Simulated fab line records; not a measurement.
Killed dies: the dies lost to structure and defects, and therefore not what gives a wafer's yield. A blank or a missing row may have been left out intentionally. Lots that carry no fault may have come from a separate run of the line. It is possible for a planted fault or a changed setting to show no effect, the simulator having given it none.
A lot that was struck, set against a sound lot | flow ritCmos | 15 steps out of a route of 202
Sound: these wafers, L212.1, L212.2, L212.6. The struck wafers were L222.3, L222.4, L222.6. The cause is named last.
Order at every step that has rows: each side's tool, ch and its chambers, its first start. Under that, the readings that differ: sound wafers | struck wafers | difference of the means | sigmas: that difference in standard deviations of wafers without a fault.
alike: readings whose means differ by less than 2 such deviations, and words and numbers that are the same on both sides. not compared: withheld readings, readings that some wafer has no value for, bounds like >300 that may hide the same value, and numbers for which the record gives no deviation and whose values overlap.
The two part at a step that has a row with sigmas, a row that says differs or no value, or rows on one side only. Numbers that have no deviation but don't overlap get no sigmas and don't part them. A reading missing from all wafers of one side parts the sides only when that side holds two or more wafers.

RIT_CONTACT_OVL_MEAS_09:
  struck on overlay-01, day 6 02:01; sound on overlay-01, day 3 23:30
  alike: CONTACT_OVL
then, 1 step without rows for these wafers: RIT_CONTACT_HARDBAKE_10 (time 60 s).
RIT_CONTACT_ETCH_11: etches SiO2 in CHF3/CF4/Ar, stops on TiSi2, target depth 480 nm, time 320 s.
  sound on rieDiel-01 ch 0,1,3, day 3 23:41; struck on rieDiel-03 ch 1,2,3, day 6 02:11
  alike: drypumpMotorCurrentA, oesProductAu, throttleValvePct
  not compared: rfHoursCounterH
RIT_CONTACT_STRIP_12: strips in O2, time 180 s.
  sound on plasmaAsher-02 ch 0,1, day 3 23:53; struck on plasmaAsher-03 ch 0,1, day 6 02:26
  alike: drypumpMotorCurrentA, o2FlowSccm
  not compared: rfHoursCounterH
RIT_CONTACT_CD_MEAS_90: target cd 1000 nm.
  struck on cdSem-02, day 6 02:35; sound on cdSem-02, day 4 00:03
  alike: cdNm
then, 2 steps without rows for these wafers: RIT_CONTACT_CLEAN_13 (cleans in SC1, time 600 s); RIT_CONTACT_CLEAN_14 (cleans in SC2, time 600 s).
RIT_M1_SPUTTER_00: material Al, target thk 400 nm, time 522.4 s.
  struck on pvdSputter-04, day 6 03:01; sound on pvdSputter-04, day 4 00:32
  alike: throttleValvePct
RIT_M1_RS_MEAS_01: a four-point-probe measurement.
  struck on filmMetro-01, day 6 03:22; sound on filmMetro-01, day 4 00:50
  alike: M1_AL_RS
RIT_M1_THK_MEAS_02: measures by xrf.
  struck on filmMetro-01, day 6 03:28; sound on filmMetro-01, day 4 00:57
  alike: M1_AL_THK
then, 2 steps without rows for these wafers: RIT_M1_HMDS_03 (prime time 60 s); RIT_M1_COAT_04 (resist thk 1300 nm).
RIT_M1_SOFTBAKE_05: time 60 s.
  sound on lithoTrack-04 ch 0, day 4 01:19; struck on lithoTrack-04 ch 0, day 6 03:51
reading               | sound             | struck            | difference | sigmas
heaterPowerTotalW (W) | 34.56 34.59 34.58 | 35.69 35.97 35.71 | +1.21      | +25
then, 1 step without rows for these wafers: RIT_M1_EXPOSE_06 (exposes mask M12, target cd 2600 nm).
RIT_M1_PROBE_99:
  struck on prober-02, day 6 07:11; sound on prober-01, day 4 05:54
  alike: defectLimitedYield, killedAtFrontEnd, killedDies, killedOnRim, killedOpen, killedShort, sort_bin_3_pad_short, sort_bin_5_function, sort_bin_6_memory, sortNPass, sortYieldPct

## WHERE THEY PART
RIT_M1_SOFTBAKE_05 only, going by this record. Later steps at which nothing parts them and some readings are alike: RIT_M1_PROBE_99.

WHY: what the simulator had put in
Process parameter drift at RIT_M1_SOFTBAKE_05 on lithoTrack-04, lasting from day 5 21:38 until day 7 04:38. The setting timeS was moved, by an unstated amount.
